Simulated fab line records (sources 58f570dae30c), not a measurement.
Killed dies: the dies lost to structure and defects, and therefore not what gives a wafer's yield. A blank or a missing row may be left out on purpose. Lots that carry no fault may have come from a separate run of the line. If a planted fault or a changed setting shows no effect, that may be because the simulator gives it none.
Problem report, 8D (eight disciplines) form, completed by code | flow berkeleyCmos170 | the parts of the form that need people (team, actions taken, sign-off) are left out

1. THE PROBLEM
Mean of oesProductAu at UCB170_M3_ETCH_17: 1.205 a.u. across 6 wafers in 2 lots; on wafers with no fault it is 1.004 a.u. (standard deviation 0.019). Measured from the usual mean, that is +11 standard deviations.
The step: etches BARC in N2/H2.
Seen first at day 12 17:34 on rieDiel-01, wafer L553.3. At this step, 42 wafers from 14 lots have a number in the record. By rule, "out" or "out of limits" means more than 4 standard deviations away from the usual mean. All remaining wafers that have a number are taken as sound.

2. WHAT IT IS, AND WHAT IT ISN'T
question                    | is                     | is not
which readings at this step | oesProductAu           | drypumpMotorCurrentA, throttleValvePct
which lots                  | L553, L555             | L533, L535, L536, L538, L539, L540, L542, L543, L544, L545, L554, L556
which wafers of those lots  | all that have a number | -
read on which tools         | rieDiel-01             | rieDiel-02, rieDiel-04
when                        | from day 12 17:34      | up to then (30 sound wafers); but 6 sound wafers of L554, L556 came after

3. SUSPECTS, AND WHAT RULES EACH OUT
Counting: a tool at any process step up to the reading remains a suspect when it ran all the lots that are out and ran no sound lot after the first of those.
- rieDiel-01 at UCB170_M3_ETCH_17 (etches BARC in N2/H2): kept. Every lot that is out went through it, starting with L553 (day 12 17:34), and after that it ran no sound lot; the last sound lot it ran before then is L542 (day 10 13:30). Its own oesProductAu readings are out on those wafers.
Left after counting: rieDiel-01 at UCB170_M3_ETCH_17.

4. THE CAUSE (what the simulator had put in)
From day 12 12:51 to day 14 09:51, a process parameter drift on rieDiel-01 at UCB170_M3_ETCH_17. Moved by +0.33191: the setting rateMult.
This tool alone remained once counting was done.

5. THE CHAIN OF EFFECTS, in route order
Each row: a reading whose mean over the struck wafers that have a number lies more than 3 standard deviations from the usual. Scope: only readings with a usual standard deviation given in the record; hours: median across lots of the time from each lot's start at the first step in this table that gives one to its start at this step; sigmas: change in usual standard deviations.
hours | step              | reading      | usual      | on struck wafers | change | sigmas
0     | UCB170_M3_ETCH_17 | oesProductAu | 1.004 a.u. | 1.205            | +0.201 | +11
It contains these process steps:
- UCB170_M3_ETCH_17: etches BARC in N2/H2.

6. WHAT WOULD HAVE CAUGHT IT SOONER
In this record no reading fell out of limits until day 12 17:34, 5 hours after the fault had begun at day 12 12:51.
